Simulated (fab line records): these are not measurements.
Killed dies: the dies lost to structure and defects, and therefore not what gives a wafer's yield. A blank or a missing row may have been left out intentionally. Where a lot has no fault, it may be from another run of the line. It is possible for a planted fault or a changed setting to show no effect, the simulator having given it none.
What tool caused it? -- flow berkeley cmos170 -- Sampling: 7 lots, 21 wafers, 2 of 331 route steps

## WHAT THE GAUGES READ, wafer by wafer
UCB170_PWELL_TW_MEAS_17.
lot,measured,on,PWELL_TW
L969,day 3 06:11,film metro-01,379.0 380.5 380.9
L972,day 3 16:46,film metro-02,380.7 380.8 381.5
L974,day 4 03:23,film metro-02,382.6 381.6 381.8
L977,day 4 21:47,film metro-04,384.0 385.0 385.4
L984,day 6 06:57,film metro-01,404.1 403.3 404.6
L987,day 7 04:46,film metro-01,383.9 380.1 380.8
L991,day 7 20:36,film metro-02,382.0 381.5 380.1

## WHICH TOOL RAN EACH LOT (tool, then ch and the chambers of the sampled wafers, then the start)
lot,UCB170_PWELL_IMPLANT_15
L969,"implanter-01 ch 0, day 3 05:56"
L972,"implanter-04 ch 0, day 3 16:32"
L974,"implanter-01 ch 0, day 4 03:10"
L977,"implanter-03 ch 0, day 4 21:34"
L984,"implanter-03 ch 0, day 6 06:41"
L987,"implanter-04 ch 0, day 7 04:31"
L991,"implanter-01 ch 0, day 7 20:21"
- UCB170_PWELL_IMPLANT_15

## THE ANSWER, worked out from the rows above alone
Rule: the usual values come from the lots themselves. Put in order of their means at a reading, lots are off if they are a third of the lots or fewer, leave a main group of 4 or more, and stand apart from it by a gap of 3 or more times the standard deviation of the main group's means; of several such gaps the widest counts. A main group is skipped when, at the precision printed for the reading in the tables above, its means are all equal. A lot without any number at a reading at which 4 lots or more have one is off too. Any other lot the step has rows for is counted as sound.
Off: L984, at UCB170_PWELL_TW_MEAS_17 (PWELL_TW). For the main group the mean is 381.8 and the standard deviation 1.5.
A tool fits if, at a process step before that reading, it ran every lot that is off, and no sound lot after the first of them. The gauges at UCB170_PWELL_TW_MEAS_17 are tried like those tools. One fits: UCB170_PWELL_IMPLANT_15 on implanter-03. A fault onset in the window from L977 (day 4 21:34, its last sound lot) to L984 (day 6 06:41, its first lot off) fits.

## WHAT HAD BEEN PUT IN BY THE SIMULATOR
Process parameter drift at UCB170_PWELL_IMPLANT_15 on implanter-03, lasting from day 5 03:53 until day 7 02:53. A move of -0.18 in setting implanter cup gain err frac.
Shown lots that were struck: L984. The same result came from the rule above.
